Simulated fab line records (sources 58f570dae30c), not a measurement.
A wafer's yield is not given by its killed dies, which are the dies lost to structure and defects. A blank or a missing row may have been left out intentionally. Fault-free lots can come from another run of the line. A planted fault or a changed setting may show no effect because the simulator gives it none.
fab line records	flow berkeleyCmos170
[record] lots = 15	wafers = 45	lastDay = 13
route steps=331 shown ACTIVE@70
lots untouched by any fault: they come from a run of this same line in which no faults occurred
startH: hours from the record's first day to the start of the lot's first wafer shown	waitH: hours from the lot's prior step to this one	" repeats the value in the row above	L1.1+2: a single row standing in for several wafers	- value missing, or start not given	* or withheld: withheld	< > ~ a bound
route shown NAME@n: names a module that has steps shown in the file, with the first one's number in the route	usual: mean/standard deviation taken from wafers without a fault	same: alike in all rows	chamber/n: place in a boat	sites: readings site by site	_std_site: their standard deviation	_edge_site: mean of outer sites minus mean of inner sites	radiusMm: how far each site lies from the wafer's centre	mask NAME#n: copy n	behind: the tool/chamber that last shaped the wafer	hold: what put the lot on hold/how long, in hours/how the hold closed	device: the n, p or np transistor that did not switch	end of line: tests run on the same wafers once the route is complete	a step with no rows: only its recipe	killed: the dies lost at the first sort to structure and to defects; this is not the yield of the wafer	map: a wafer's dies, marking killed ones x, the rest . and places with no die _
set.NAME: the setting the step ran with; set.NAME@STEP: the setting that earlier step ran with	model.NAME: the simulator's own value behind a step, which no gauge read
the route's steps for a sample of lots (tables are steps, rows are wafers)
services: from which hour (startH, from the record's first day; less than 0 if before it) a tool's chamber was out of use, for how many hours, and why
[[steps]]
[step UCB170_ACTIVE_EXPOSE_10]
[recipe] maskId = ACTIVE	targetCdNm = 1200	na = 0.5	sigmaOuter = 0.6	sourceShape = conventional	doseMj = 20
lot.wafer	tool	chamber	startH	waitH	mask
L648.3+4+6	krfScanner-02	0	94.80	0.2	ACTIVE#0
L647.1+2+3	krfScanner-01	0	95.00	0.5	ACTIVE#0
L649.1+3+4	krfScanner-01	0	106.30	0.1	ACTIVE#0
L651.1+2+6	krfScanner-02	0	110.70	0.2	ACTIVE#0
L650.1+2+3	krfScanner-02	0	110.81	0.4	ACTIVE#0
L652.2+4+5	krfScanner-02	0	110.95	0.4	ACTIVE#0
L656.1+5+6	krfScanner-01	0	131.18	0.2	ACTIVE#0
L657.1+4+6	krfScanner-02	0	131.43	0.3	ACTIVE#0
L653.2+5+6	krfScanner-02	0	131.56	0.4	ACTIVE#0
L658.1+3+5	krfScanner-01	0	131.78	0.4	ACTIVE#0
L654.2+3+5	krfScanner-01	0	131.92	0.3	ACTIVE#0
L655.2+4+5	krfScanner-02	0	132.16	0.6	ACTIVE#0
L663.2+5+6	krfScanner-01	0	169.82	0.2	ACTIVE#0
L665.2+4+6	krfScanner-02	0	181.45	0.2	ACTIVE#0
L670.1+2+5	krfScanner-02	0	205.36	0.1	ACTIVE#0
[step UCB170_ACTIVE_OVL_MEAS_14]
[usual] ACTIVE_OVL = 1/5.5
lot.wafer	tool	chamber	startH	waitH	ACTIVE_OVL[nm]
L648.3	overlay-02	-	95.48	0.1	0
L648.4	"	-	"	"	-7
L648.6	"	-	"	"	-3
L647.1	overlay-02	-	95.58	0.1	-4
L647.2	"	-	"	"	2
L647.3	"	-	"	"	-5
L649.1	overlay-02	-	107.37	0.1	-6
L649.3	"	-	"	"	0
L649.4	"	-	"	"	-5
L651.1	overlay-01	-	111.21	0.1	-1
L651.2	"	-	"	"	-1
L651.6	"	-	"	"	0
L650.1	overlay-02	-	111.32	0.1	4
L650.2	"	-	"	"	4
L650.3	"	-	"	"	0
L652.2	overlay-01	-	111.49	0.1	13
L652.4	"	-	"	"	5
L652.5	"	-	"	"	8
L656.1	overlay-02	-	132.09	0.1	-7
L656.5	"	-	"	"	-5
L656.6	"	-	"	"	2
L657.1	overlay-01	-	132.18	0.1	-1
L657.4	"	-	"	"	-3
L657.6	"	-	"	"	-2
L653.2	overlay-01	-	132.37	0.1	7
L653.5	"	-	"	"	3
L653.6	"	-	"	"	6
L658.1	overlay-02	-	132.48	0.1	-160
L658.3	"	-	"	"	-156
L658.5	"	-	"	"	-161
L654.2	overlay-01	-	132.61	0.1	-159
L654.3	"	-	"	"	-158
L654.5	"	-	"	"	-158
L655.2	overlay-01	-	132.70	0.1	8
L655.4	"	-	"	"	4
L655.5	"	-	"	"	4
L663.2	overlay-01	-	170.86	0.1	-160
L663.5	"	-	"	"	-166
L663.6	"	-	"	"	-158
L665.2	overlay-02	-	181.95	0.1	9
L665.4	"	-	"	"	0
L665.6	"	-	"	"	3
L670.1	overlay-01	-	205.87	0.1	9
L670.2	"	-	"	"	8
L670.5	"	-	"	"	6
[[services]]
tool	chamber	startH	hours	kind
krfScanner-02	-	76.89	1.0	pm
krfScanner-01	-	81.43	1.8	repair
krfScanner-01	-	88.01	4.4	pm
krfScanner-02	-	92.14	0.4	repair
krfScanner-01	-	114.62	1.3	pm
krfScanner-02	-	148.36	0.3	repair
krfScanner-01	-	150.67	0.8	pm
krfScanner-02	-	177.09	0.8	pm
krfScanner-02	-	177.96	1.3	pm
krfScanner-01	-	194.57	0.7	repair
[[key]]
[firstSign] step = UCB170_ACTIVE_OVL_MEAS_14	reading = ACTIVE_OVL	direction = down	sigmas = 29	usual = 1	struck = -160
effect none on later readings
metAt UCB170_ACTIVE_EXPOSE_10
struckLots L654,L658,L663
sortLeftOut L654.2,L654.3,L654.5
testerLeftOut L654,L658,L663
[fault] kind = scannerMatchingOverlay	tool = krfScanner-01	chamber = -	onsetH = 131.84	steps = UCB170_ACTIVE_EXPOSE_10	offset = -160
// testerLeftOut: of these lots the tester's yield and bins aren't shown, on N5 and GAA mostly nor the transistor test; their killed dies are dies lost to structure and defects alone, not to doping, threshold or leakage, so they don't give the yield
// sortLeftOut: the simulated sort isn't trusted on such a fault, so these wafers' sort isn't shown, and their yield isn't known
